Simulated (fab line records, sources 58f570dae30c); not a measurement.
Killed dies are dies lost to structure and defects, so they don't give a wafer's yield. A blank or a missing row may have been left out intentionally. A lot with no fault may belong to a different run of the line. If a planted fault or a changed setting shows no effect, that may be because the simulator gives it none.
What tool caused it? | flow berkeleyCmos170 | 42 wafers from 14 lots sampled at 5 of the route's 331 steps

== WHAT THE GAUGES READ, wafer by wafer ==
UCB170_NWELL_THK_MEAS_05. Usual: NWELL_NITRIDE_THK 223.6 nm, standard deviation 2.2.
lot  | measured    | on           | NWELL_NITRIDE_THK (nm) | flag
L363 | day 2 20:16 | filmMetro-04 | 218.9 217.7 221.4      | 
L364 | day 2 20:16 | filmMetro-02 | 224.2 223.8 220.9      | 
L365 | day 3 04:06 | filmMetro-02 | 225.0 225.1 224.7      | 
L367 | day 3 11:29 | filmMetro-04 | 221.8 223.5 220.6      | 
L368 | day 3 18:21 | filmMetro-01 | 223.6 221.8 224.6      | 
L369 | day 4 02:01 | filmMetro-02 | 220.3 223.2 221.7      | 
L372 | day 4 17:00 | filmMetro-01 | 225.1 225.1 225.2      | 
L373 | day 4 17:04 | filmMetro-01 | 227.4 227.0 224.6      | 
L374 | day 5 01:49 | filmMetro-04 | 226.5 223.6 225.2      | 
L376 | day 5 07:34 | filmMetro-04 | 220.7 220.7 220.7      | 
L377 | day 5 21:10 | filmMetro-02 | 220.7 222.1 221.6      | 
L378 | day 5 21:10 | filmMetro-01 | 224.3 224.7 223.3      | 
L379 | day 6 07:41 | filmMetro-02 | 225.2 225.4 225.4      | 
L385 | day 7 03:07 | filmMetro-02 | 223.1 223.3 225.5      | 

UCB170_PWELL_THK_MEAS_06. Usual: PWELL_NITRIDE_THK 219.6 nm, standard deviation 2.3.
lot  | measured    | on           | PWELL_NITRIDE_THK (nm) | flag
L363 | day 3 15:34 | filmMetro-02 | 221.8 218.7 220.7      | 
L364 | day 3 15:34 | filmMetro-04 | 224.7 222.2 224.6      | 
L365 | day 3 22:11 | filmMetro-03 | 219.8 218.0 219.1      | 
L367 | day 4 11:49 | filmMetro-02 | 221.5 218.5 218.1      | 
L368 | day 4 17:31 | filmMetro-04 | 218.3 219.4 219.4      | 
L369 | day 5 00:18 | filmMetro-03 | 218.3 218.5 216.9      | 
L372 | day 5 17:26 | filmMetro-03 | 219.3 216.7 217.1      | 
L373 | day 5 17:26 | filmMetro-02 | 222.2 221.8 223.1      | 
L374 | day 6 11:20 | filmMetro-03 | 316.9 316.4 316.1      | OFF
L376 | day 6 11:17 | filmMetro-04 | 317.5 319.1 318.9      | OFF
L377 | day 6 17:44 | filmMetro-03 | 216.3 216.3 215.3      | 
L378 | day 6 17:44 | filmMetro-04 | 221.9 222.7 222.9      | 
L379 | day 7 05:51 | filmMetro-04 | 221.8 220.8 220.8      | 
L385 | day 7 21:53 | filmMetro-03 | 216.6 218.2 219.5      | 

UCB170_PWELL_OVL_MEAS_13. Usual: PWELL_OVL 0 nm, standard deviation 5.2.
lot  | measured    | on         | PWELL_OVL (nm) | flag
L363 | day 3 16:44 | overlay-02 | 1 6 -9         | 
L364 | day 3 16:28 | overlay-02 | -3 -4 -5       | 
L365 | day 4 00:07 | overlay-01 | 3 10 0         | 
L367 | day 4 13:08 | overlay-01 | 3 -2 -2        | 
L368 | day 4 18:50 | overlay-01 | 4 -3 -1        | 
L369 | day 5 01:16 | overlay-02 | -6 -3 3        | 
L372 | day 5 18:28 | overlay-02 | 2 1 8          | 
L373 | day 5 18:42 | overlay-01 | 4 3 -7         | 
L374 | day 6 12:38 | overlay-01 | -8 -1 -12      | 
L376 | day 6 12:23 | overlay-02 | 12 6 9         | 
L377 | day 6 21:05 | overlay-02 | -5 -2 -2       | 
L378 | day 6 20:53 | overlay-01 | 0 -2 -4        | 
L379 | day 7 06:58 | overlay-02 | -3 0 2         | 
L385 | day 7 23:13 | overlay-01 | -3 1 -3        | 

== EACH LOT AND THE TOOL THAT RAN IT (in order: tool; ch and the chambers of the sampled wafers; start) ==
lot  | UCB170_ZERO_ETCH_06              | UCB170_PWELL_CVD_05
L363 | rieDiel-02 ch 0,2,3, day 2 08:14 | lpcvd-02 ch 1, day 3 13:38
L364 | rieDiel-03 ch 1,2,3, day 2 08:17 | lpcvd-02 ch 0, day 3 13:38
L365 | rieDiel-03 ch 0,1,3, day 2 14:01 | lpcvd-01 ch 1, day 3 20:16
L367 | rieDiel-04 ch 2,3, day 2 19:17   | lpcvd-01 ch 0, day 4 09:52
L368 | rieDiel-03 ch 0,1,3, day 3 05:47 | lpcvd-01 ch 1, day 4 15:36
L369 | rieDiel-04 ch 0,1, day 3 12:02   | lpcvd-01 ch 1, day 4 22:23
L372 | rieDiel-03 ch 1,2,3, day 3 23:58 | lpcvd-02 ch 0, day 5 15:31
L373 | rieDiel-04 ch 1,2,3, day 4 02:35 | lpcvd-02 ch 0, day 5 15:31
L374 | rieDiel-02 ch 0,1, day 4 11:05   | lpcvd-02 ch 0, day 6 09:22
L376 | rieDiel-02 ch 0,2,3, day 4 16:59 | lpcvd-02 ch 0, day 6 09:22
L377 | rieDiel-03 ch 0,1,3, day 5 04:03 | lpcvd-01 ch 0, day 6 15:49
L378 | rieDiel-04 ch 1,2,3, day 5 04:07 | lpcvd-01 ch 0, day 6 15:49
L379 | rieDiel-03 ch 1,3, day 5 11:08   | lpcvd-01 ch 1, day 7 03:56
L385 | rieDiel-03 ch 0,2,3, day 6 17:14 | lpcvd-01 ch 0, day 7 19:58
- UCB170_ZERO_ETCH_06: etches SiO2 in CHF3/CF4/Ar, time 12 s.
- UCB170_PWELL_CVD_05: deposits Si3N4 from SiH2Cl2/NH3, target thk 220 nm, time 3300 s.

== AS READ BY THE TOOLS THEMSELVES (means over the sampled wafers that have a number; for cases with no such wafer, the mark the record gives instead) ==
UCB170_ZERO_ETCH_06. Usual: drypumpMotorCurrentA 5.7 A, standard deviation 0.6; oesProductAu 0.624 a.u., standard deviation 0.007; throttleValvePct 9.28 %, standard deviation 0.071.
lot  | tool       | drypumpMotorCurrentA (A) | oesProductAu (a.u.) | throttleValvePct (%) | flag
L363 | rieDiel-02 | 5.7                      | 0.616               | 9.36                 | 
L364 | rieDiel-03 | 5.6                      | 0.626               | 9.30                 | 
L365 | rieDiel-03 | 5.9                      | 0.622               | 9.33                 | 
L367 | rieDiel-04 | 5.0                      | 0.627               | 9.26                 | 
L368 | rieDiel-03 | 5.8                      | 0.626               | 9.32                 | 
L369 | rieDiel-04 | 6.2                      | 0.624               | 9.20                 | 
L372 | rieDiel-03 | 5.6                      | 0.626               | 9.32                 | 
L373 | rieDiel-04 | 5.2                      | 0.624               | 9.22                 | 
L374 | rieDiel-02 | 5.5                      | 0.624               | 9.22                 | 
L376 | rieDiel-02 | 5.7                      | 0.619               | 9.36                 | 
L377 | rieDiel-03 | 5.9                      | 0.622               | 9.31                 | 
L378 | rieDiel-04 | 5.2                      | 0.627               | 9.23                 | 
L379 | rieDiel-03 | 5.3                      | 0.625               | 9.32                 | 
L385 | rieDiel-03 | 5.9                      | 0.631               | 9.28                 | 

UCB170_PWELL_CVD_05. Usual: spikeTcCentreC 801.6 C, standard deviation 1.5; spikeTcLoadC 823.4 C, standard deviation 1.7; spikeTcSourceC 820 C, standard deviation 4.1; susceptorTempC 800.0 C, standard deviation 0.37; zonePowerCentrePct 38.6 %, standard deviation 2.8.
lot  | tool     | spikeTcCentreC (C) | spikeTcLoadC (C) | spikeTcSourceC (C) | susceptorTempC (C) | zonePowerCentrePct (%) | flag
L363 | lpcvd-02 | 801.5              | 822.2            | 821                | 800.0              | 38.8                   | 
L364 | lpcvd-02 | 800.8              | 823.5            | 822                | 799.8              | 42.3                   | 
L365 | lpcvd-01 | 802.1              | 821.8            | 812                | 800.0              | 34.5                   | 
L367 | lpcvd-01 | 802.1              | 824.6            | 821                | 800.3              | 38.0                   | 
L368 | lpcvd-01 | 801.0              | 821.4            | 812                | 800.2              | 34.3                   | 
L369 | lpcvd-01 | 803.4              | 821.2            | 813                | 799.9              | 34.5                   | 
L372 | lpcvd-02 | 799.7              | 823.7            | 823                | 800.4              | 42.1                   | 
L373 | lpcvd-02 | 798.3              | 822.5            | 823                | 800.1              | 42.1                   | 
L374 | lpcvd-02 | 820.7              | 843.8            | 844                | 820.9              | 43.5                   | OFF
L376 | lpcvd-02 | 821.4              | 844.2            | 844                | 820.4              | 43.6                   | OFF
L377 | lpcvd-01 | 801.6              | 826.1            | 822                | 800.3              | 37.3                   | 
L378 | lpcvd-01 | 802.3              | 824.8            | 821                | 800.3              | 38.0                   | 
L379 | lpcvd-01 | 803.7              | 822.4            | 813                | 800.0              | 34.4                   | 
L385 | lpcvd-01 | 800.9              | 824.3            | 823                | 800.0              | 37.5                   | 

== THE ANSWER, worked out from the rows above alone ==
Rule: a lot is off if the mean of its wafers that have a number lies more than 3 standard deviations from the usual mean. Also off: a lot with no number at a reading for which 4 or more lots have one. All remaining lots with rows at the step are treated as sound. Order of review: gauges by route order, followed by the tools' own readings, for which a lot's mean as printed above is used. At the first step where some lot is off, the reading lying furthest off is the one used; lots without a number count as furthest.
Off: L374, L376, at UCB170_PWELL_THK_MEAS_06 (PWELL_NITRIDE_THK).
A tool fits if, at a process step before that reading, it ran every lot that is off, and no sound lot after the first of them. The gauges at UCB170_PWELL_THK_MEAS_06 aren't tried: what is off there is off at UCB170_PWELL_CVD_05 too, on other tools, and a gauge's error can't cause that. 2 tools fit, rieDiel-02 at UCB170_ZERO_ETCH_06 and lpcvd-02 at UCB170_PWELL_CVD_05, so this cannot tell which one it is.

== WHAT HAD BEEN PUT IN BY THE SIMULATOR ==
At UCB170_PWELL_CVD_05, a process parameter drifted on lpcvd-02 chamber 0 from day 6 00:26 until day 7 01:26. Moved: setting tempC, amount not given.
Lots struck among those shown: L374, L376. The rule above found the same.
